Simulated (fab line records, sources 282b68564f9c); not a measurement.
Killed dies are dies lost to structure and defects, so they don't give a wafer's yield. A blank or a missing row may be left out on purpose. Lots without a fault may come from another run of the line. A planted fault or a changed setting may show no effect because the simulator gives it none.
Which tool did it? | flow rit_cmos | 14 lots, 42 wafers sampled, at 4 steps of a route of 202

WHAT THE GAUGES READ, wafer by wafer
RIT_SDANNEAL_RS_MEAS_05: measures by four-point-probe. Usual: NSD_RS 84.5 ohm/sq, standard deviation 0.3.
lot  | measured    | on            | NSD_RS (ohm/sq) | flag
L219 | day 3 08:11 | film_metro-03 | 84.0 83.9 83.9  |
L220 | day 3 14:49 | film_metro-03 | 84.4 84.2 84.2  |
L221 | day 3 18:20 | film_metro-01 | 84.4 84.2 84.3  |
L222 | day 4 00:59 | film_metro-03 | 84.1 84.2 84.3  |
L224 | day 4 08:22 | film_metro-01 | 84.6 84.2 84.6  |
L225 | day 4 10:40 | film_metro-03 | 84.2 84.1 84.1  |
L226 | day 4 19:28 | film_metro-01 | 85.2 85.0 85.3  |
L229 | day 5 11:42 | film_metro-01 | 84.7 84.6 85.1  |
L230 | day 5 14:59 | film_metro-03 | 84.3 84.1 84.3  |
L231 | day 5 15:50 | film_metro-02 | 84.5 84.8 84.8  |
L233 | day 6 06:14 | film_metro-03 | 84.5 84.5 84.2  |
L238 | day 7 19:54 | film_metro-01 | 84.5 84.5 84.8  |
L239 | day 8 01:49 | film_metro-01 | 84.2 84.1 84.1  |
L242 | day 8 12:10 | film_metro-02 | 84.3 84.5 84.4  |

RIT_CONTACT_CD_MEAS_08: target cd 1000 nm. Usual: cd_nm 1000.5 nm, standard deviation 2.2.
lot  | measured    | on        | cd_nm (nm)           | flag
L219 | day 3 10:17 | cd_sem-02 | 1002.6 1004.3 1003.9 |
L220 | day 3 16:56 | cd_sem-01 | 999.8 999.7 1000.9   |
L221 | day 3 20:19 | cd_sem-01 | 999.1 999.4 999.4    |
L222 | day 4 02:56 | cd_sem-01 | 1002.0 1004.1 1002.4 |
L224 | day 4 10:31 | cd_sem-01 | 1000.5 1001.2 998.4  |
L225 | day 4 12:37 | cd_sem-02 | 1001.0 1000.3 1000.6 |
L226 | day 4 21:50 | cd_sem-01 | 1003.3 1001.6 1002.9 |
L229 | day 5 13:53 | cd_sem-01 | 998.8 997.6 998.3    |
L230 | day 5 16:57 | cd_sem-02 | 1001.9 1000.5 1000.9 |
L231 | day 5 17:51 | cd_sem-01 | 1002.6 1004.8 1004.5 |
L233 | day 6 08:12 | cd_sem-01 | 1000.4 998.5 996.9   |
L238 | day 7 21:51 | cd_sem-02 | 998.1 999.3 995.0    |
L239 | day 8 03:58 | cd_sem-01 | 1001.4 999.0 999.8   |
L242 | day 8 14:07 | cd_sem-01 | 1000.1 997.4 996.9   |

WHICH TOOL RAN EACH LOT (tool, then ch and the chambers of the sampled wafers, then the start)
lot  | RIT_FOX2_OXIDATION_00        | RIT_NRETRO_STRIP_09
L219 | furnace-01 ch 0, day 1 22:47 | plasma_asher-04 ch 0,1, day 2 11:07
L220 | furnace-01 ch 0, day 2 02:59 | plasma_asher-01 ch 0,1, day 2 16:13
L221 | furnace-01 ch 0, day 2 04:24 | plasma_asher-02 ch 0,1, day 2 16:48
L222 | furnace-04 ch 0, day 2 10:22 | plasma_asher-02 ch 0,1, day 3 00:46
L224 | furnace-03 ch 0, day 2 18:38 | plasma_asher-01 ch 1, day 3 07:01
L225 | furnace-03 ch 0, day 3 00:14 | plasma_asher-01 ch 0, day 3 12:53
L226 | furnace-03 ch 0, day 3 07:32 | plasma_asher-02 ch 0,1, day 3 19:56
L229 | furnace-01 ch 0, day 4 01:56 | plasma_asher-02 ch 0,1, day 4 14:24
L230 | furnace-01 ch 0, day 4 03:14 | plasma_asher-02 ch 0,1, day 4 18:04
L231 | furnace-01 ch 0, day 4 05:49 | plasma_asher-01 ch 0,1, day 4 19:27
L233 | furnace-03 ch 0, day 4 17:53 | plasma_asher-04 ch 0,1, day 5 06:36
L238 | furnace-03 ch 0, day 6 00:37 | plasma_asher-01 ch 0,1, day 6 13:37
L239 | furnace-03 ch 0, day 6 03:01 | plasma_asher-04 ch 0,1, day 6 17:32
L242 | furnace-01 ch 0, day 6 13:21 | plasma_asher-04 ch 0,1, day 7 03:42
- RIT_FOX2_OXIDATION_00: target thk 350.7 nm, ox time 1158 s.
- RIT_NRETRO_STRIP_09: strips in O2, time 180 s.

WHAT THE TOOLS THEMSELVES READ (means of the sampled wafers that have a number; where no wafer has one, the mark that the record gives instead)
RIT_FOX2_OXIDATION_00. Usual: spike_tc_source_C 1124 C, standard deviation 3.4.
lot  | tool       | spike_tc_source_C (C) | flag
L219 | furnace-01 | 1121                  |
L220 | furnace-01 | 1122                  |
L221 | furnace-01 | 1121                  |
L222 | furnace-04 | 1126                  |
L224 | furnace-03 | 1128                  |
L225 | furnace-03 | 1128                  |
L226 | furnace-03 | 1128                  |
L229 | furnace-01 | 1120                  |
L230 | furnace-01 | 1121                  |
L231 | furnace-01 | 1121                  |
L233 | furnace-03 | 1129                  |
L238 | furnace-03 | 1127                  |
L239 | furnace-03 | 1128                  |
L242 | furnace-01 | 1121                  |

RIT_NRETRO_STRIP_09. Usual: drypump_motor_current_A 5.6 A, standard deviation 0.59; rf_refl_power_W 7.2 W, standard deviation 1.6.
lot  | tool            | drypump_motor_current_A (A) | rf_refl_power_W (W) | flag
L219 | plasma_asher-04 | 6.0                         | 5.3                 |
L220 | plasma_asher-01 | 5.1                         | 7.8                 |
L221 | plasma_asher-02 | 5.6                         | 7.7                 |
L222 | plasma_asher-02 | 6.0                         | 8.1                 |
L224 | plasma_asher-01 | 5.2                         | 9.3                 |
L225 | plasma_asher-01 | 5.1                         | 6.4                 |
L226 | plasma_asher-02 | 5.6                         | 7.5                 |
L229 | plasma_asher-02 | 6.0                         | 8.2                 |
L230 | plasma_asher-02 | 6.0                         | 8.2                 |
L231 | plasma_asher-01 | 5.1                         | 7.3                 |
L233 | plasma_asher-04 | 6.0                         | 5.3                 |
L238 | plasma_asher-01 | 5.2                         | 8.4                 |
L239 | plasma_asher-04 | 6.0                         | 5.4                 |
L242 | plasma_asher-04 | 6.2                         | 5.4                 |

THE ANSWER, worked out from the rows above alone
Rule: a lot is off if the mean of its wafers that have a number lies more than 3 standard deviations from the usual mean. A lot without any number at a reading at which 4 lots or more have one is off too. The other lots that the step has rows for count as sound. The gauges are gone through in route order, then the tools' own readings, and for those a lot's mean is taken as printed above. The first step at which some lot is off is used, and at that step the reading that is off furthest; a lot without a number counts as furthest.
No lot is off at any reading shown: from this, nothing can be told.

WHAT THE SIMULATOR HAD PUT IN
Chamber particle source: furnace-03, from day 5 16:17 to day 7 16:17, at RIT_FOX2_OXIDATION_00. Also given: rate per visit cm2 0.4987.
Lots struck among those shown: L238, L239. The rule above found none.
